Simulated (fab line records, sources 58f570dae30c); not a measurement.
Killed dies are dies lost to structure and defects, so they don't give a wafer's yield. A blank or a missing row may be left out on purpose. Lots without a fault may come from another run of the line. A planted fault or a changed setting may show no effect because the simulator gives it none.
Split-lot experiment | flow berkeley_cmos170 | 5 lots, 23 wafers read, on a route of 331 steps

THE SPLIT
At UCB170_V1_EXPOSE_09 (exposes mask VIA1, target cd 700 nm), the setting dose_mj was moved away from the recipe's 37 on 4 of the 23 wafers read, by -6.4% to -4.5%. The other wafers ran this setting at the recipe's value.

FROM THE SPLIT TO THE READING: what the file shows between them, 5 steps
- UCB170_V1_PEB_10
- UCB170_V1_DEVELOP_11: develop time 45 s
- UCB170_V1_CD_MEAS_12: target cd 700 nm
- UCB170_V1_ETCH_14: etches SiO2 in CHF3/CF4/Ar, stops on Al, target depth 1250 nm, time 291 s
- UCB170_V1_STRIP_15: strips in O2

THE READING
cd_nm, in nm, at UCB170_V1_CD_MEAS_90 (target cd 700 nm). Fault-free wafers of this fab line usually give 700.1 nm, standard deviation 1.6 nm.

wafer  | tool, chamber at the split | dose_mj as run | against the recipe | cd_nm, nm | against lot-mates on the recipe
L075.3 | krf_scanner-02, 0          | 37             | recipe             | 701.3     | -
L075.4 | krf_scanner-02, 0          | 37             | recipe             | 701.2     | -
L075.5 | krf_scanner-02, 0          | 37             | recipe             | 702.3     | -
L079.1 | krf_scanner-01, 0          | 37             | recipe             | 698.5     | -
L079.2 | krf_scanner-01, 0          | 37             | recipe             | 696.4     | -
L079.3 | krf_scanner-01, 0          | 37             | recipe             | 697.1     | -
L079.4 | krf_scanner-01, 0          | 37             | recipe             | 698.6     | -
L079.6 | krf_scanner-01, 0          | 37             | recipe             | 697.6     | -
L082.1 | krf_scanner-02, 0          | 37             | recipe             | 699.3     | -
L082.2 | krf_scanner-02, 0          | 37             | recipe             | 700.6     | -
L082.3 | krf_scanner-02, 0          | 37             | recipe             | 701.5     | -
L082.5 | krf_scanner-02, 0          | 35.32          | -4.5%              | 692.9     | -7.6
L082.6 | krf_scanner-02, 0          | 35.32          | -4.5%              | 691.6     | -8.9
L084.1 | krf_scanner-02, 0          | 34.64          | -6.4%              | 687.8     | -11.7
L084.3 | krf_scanner-02, 0          | 34.64          | -6.4%              | 687.7     | -11.8
L084.4 | krf_scanner-02, 0          | 37             | recipe             | 698.6     | -
L084.5 | krf_scanner-02, 0          | 37             | recipe             | 700.9     | -
L084.6 | krf_scanner-02, 0          | 37             | recipe             | 699.0     | -
L085.1 | krf_scanner-01, 0          | 37             | recipe             | 701.0     | -
L085.3 | krf_scanner-01, 0          | 37             | recipe             | 701.1     | -
L085.4 | krf_scanner-01, 0          | 37             | recipe             | 700.1     | -
L085.5 | krf_scanner-01, 0          | 37             | recipe             | 702.3     | -
L085.6 | krf_scanner-01, 0          | 37             | recipe             | 701.0     | -

THE FIT
A straight line over all 23 wafers: cd_nm changes by +1.84 nm for each +1% of dose_mj; r = +0.93; the points scatter about the line by 1.6 nm.
The same after taking each lot's own level away (the mean of its wafers on the recipe; 23 wafers): +1.83 nm for each +1%; r = +0.98; scatter 0.79 nm.
On that fit, the largest move of dose_mj shifts the reading by 12 nm.
The lots' own levels span 697.64 to 701.60 nm, that is 2.5 times the standard deviation above.
So the lot-to-lot level changes the slope little: the two slopes agree.
Check: with one of the wafers moved furthest among these (-6.4%) left out of the fit, the line predicts -11.7 nm for it against its lot-mates. It came out at -11.7 nm against them.

OTHER SPLITS ON THESE WAFERS
These wafers also went through other splits before the reading. Each is held against what the fit with the lots' levels taken away leaves over:
other split on the same wafers       | wafers away from the commonest value | r with cd_nm (lot level and that fit taken away)
UCB170_SILICIDE_SPUTTER_01 time_s    | 10                                   | +0.06
UCB170_CONTACT_COAT_10 resist_thk_nm | 8                                    | -0.28
UCB170_CONTACT_PEB_13 peb_temp_c     | 2                                    | -0.03
UCB170_M1_COAT_04 resist_thk_nm      | 7                                    | +0.22

THE WHOLE CHAIN: every reading that the file lists as answering this split, in the file's order
step                 | what it does                                                              | reading                                                   | change (the file's fit)              | r (the file's)
UCB170_V1_CD_MEAS_12 | target cd 700 nm                                                          | cd_nm                                                     | +1.85 nm for each +1% of the setting | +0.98
UCB170_V1_ETCH_14    | etches SiO2 in CHF3/CF4/Ar, stops on Al, target depth 1250 nm, time 291 s | V1.cd_nm (the simulator's own value, which no gauge read) | +1.83 nm for each +1% of the setting | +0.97
UCB170_V1_CD_MEAS_90 | target cd 700 nm                                                          | cd_nm                                                     | +1.83 nm for each +1% of the setting | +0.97

THE FILE'S OWN FIT
cd_nm changes by +1.83 nm for each +1% of dose_mj, r = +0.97.
